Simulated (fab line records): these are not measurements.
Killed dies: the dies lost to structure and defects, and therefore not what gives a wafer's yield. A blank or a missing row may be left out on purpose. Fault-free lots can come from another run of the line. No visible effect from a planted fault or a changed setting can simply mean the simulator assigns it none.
Which tool is to blame?    flow berkeleyCmos170    39 wafers from 13 lots sampled at 3 of the route's 331 steps

== WHAT EACH GAUGE READ, for each wafer ==
UCB170_M3_OVL_MEAS_16. Usual: M3_OVL gives 1 nm (standard deviation 5.4).
lot   measured      on          M3_OVL (nm)  flag
L488  day 9 02:32   overlay-02  2 3 0        
L489  day 9 16:10   overlay-02  2 2 14       
L491  day 9 15:40   overlay-01  -1 1 0       
L490  day 9 15:31   overlay-02  -1 -2 -4     
L493  day 9 23:22   overlay-02  4 11 4       
L495  day 10 18:00  overlay-02  5 9 0        
L496  day 11 13:03  overlay-01  0 3 -3       
L497  day 11 11:51  overlay-02  -2 6 6       
L500  day 11 12:51  overlay-02  3 4 1        
L502  day 12 08:00  overlay-02  1 0 5        
L501  day 12 05:57  overlay-01  -6 0 5       
L509  day 13 05:43  overlay-02  -5 -7 5      
L510  day 13 06:15  overlay-02  -11 -5 -9    

== TOOL THAT RAN EACH LOT (tool first, then ch and the chambers of the sampled wafers, then the start) ==
lot   UCB170_PFIELD_EXPOSE_03          UCB170_GATE_ETCH_15
L488  krfScanner-02 ch 0, day 4 21:20  rieSi-02 ch 0,2,3, day 7 00:37
L489  krfScanner-02 ch 0, day 5 10:31  rieSi-02 ch 0,2,3, day 7 20:57
L491  krfScanner-02 ch 0, day 5 10:52  rieSi-01 ch 0,2,3, day 7 20:43
L490  krfScanner-02 ch 0, day 5 11:11  rieSi-02 ch 0,1,3, day 7 20:28
L493  krfScanner-02 ch 0, day 6 02:56  rieSi-01 ch 1,2,3, day 8 04:56
L495  krfScanner-02 ch 0, day 6 15:05  rieSi-02 ch 0,1, day 9 00:02
L496  krfScanner-01 ch 0, day 7 03:59  rieSi-01 ch 0,2, day 9 11:08
L497  krfScanner-01 ch 0, day 7 04:28  rieSi-01 ch 0,1,2, day 9 10:40
L500  krfScanner-01 ch 0, day 7 15:44  rieSi-01 ch 0,1, day 9 18:19
L502  krfScanner-01 ch 0, day 8 06:51  rieSi-02 ch 0,1, day 10 09:11
L501  krfScanner-01 ch 0, day 8 06:58  rieSi-02 ch 1,2, day 10 08:56
L509  krfScanner-02 ch 0, day 9 08:31  rieSi-01 ch 2,3, day 11 15:22
L510  krfScanner-01 ch 0, day 9 09:05  rieSi-02 ch 0,1,2, day 11 15:29
- UCB170_PFIELD_EXPOSE_03: exposes mask PFIELD, target cd 1500 nm.
- UCB170_GATE_ETCH_15: etches poly-Si in HBr/Cl2, stops on SiO2, time 56.3 s, target depth 278.2 nm.

== AS READ BY THE TOOLS THEMSELVES (means over the sampled wafers that have a number; for cases with no such wafer, the mark the record gives instead) ==
UCB170_GATE_ETCH_15. Usual: HBr_flow_sccm 150.0 sccm, standard deviation 0.47; drypumpMotorCurrentA 5.9 A, standard deviation 0.4; mfcCl2Sccm 49.98 sccm, standard deviation 0.15; oesProductAu 0.833 a.u., standard deviation 0.015; throttleValvePct 26.45 %, standard deviation 0.16.
lot   tool      HBr_flow_sccm (sccm)  drypumpMotorCurrentA (A)  mfcCl2Sccm (sccm)  oesProductAu (a.u.)  throttleValvePct (%)  flag
L488  rieSi-02  150.2                 5.6                       50.02              0.833                26.45                 
L489  rieSi-02  149.8                 5.6                       49.97              0.816                26.45                 
L491  rieSi-01  150.0                 6.1                       50.00              0.842                26.45                 
L490  rieSi-02  150.1                 5.6                       49.98              0.826                26.51                 
L493  rieSi-01  150.3                 6.2                       49.90              0.838                26.49                 
L495  rieSi-02  149.4                 5.7                       50.08              0.844                26.53                 
L496  rieSi-01  149.9                 6.1                       49.77              0.845                26.42                 
L497  rieSi-01  150.4                 6.2                       49.90              0.834                26.46                 
L500  rieSi-01  149.9                 6.3                       50.04              0.837                26.40                 
L502  rieSi-02  149.7                 5.4                       49.92              0.834                26.65                 
L501  rieSi-02  150.0                 6.1                       50.13              0.843                26.37                 
L509  rieSi-01  149.8                 6.1                       49.84              0.837                26.53                 
L510  rieSi-02  149.8                 5.7                       50.11              0.833                26.48                 

== THE ANSWER, worked out from the rows above alone ==
Rule: lot off if the mean of its wafers having a number is beyond 3 standard deviations from the usual mean. Also off: a lot with no number at a reading for which 4 or more lots have one. The other lots that the step has rows for count as sound. After the gauges, taken in route order, come the tools' own readings; for these a lot's mean is taken, as printed above. At the first step where some lot is off, the reading lying furthest off is the one used; lots without a number count as furthest.
Nothing can be told from this: no lot is off at any reading shown.

== WHAT HAD BEEN PUT IN BY THE SIMULATOR ==
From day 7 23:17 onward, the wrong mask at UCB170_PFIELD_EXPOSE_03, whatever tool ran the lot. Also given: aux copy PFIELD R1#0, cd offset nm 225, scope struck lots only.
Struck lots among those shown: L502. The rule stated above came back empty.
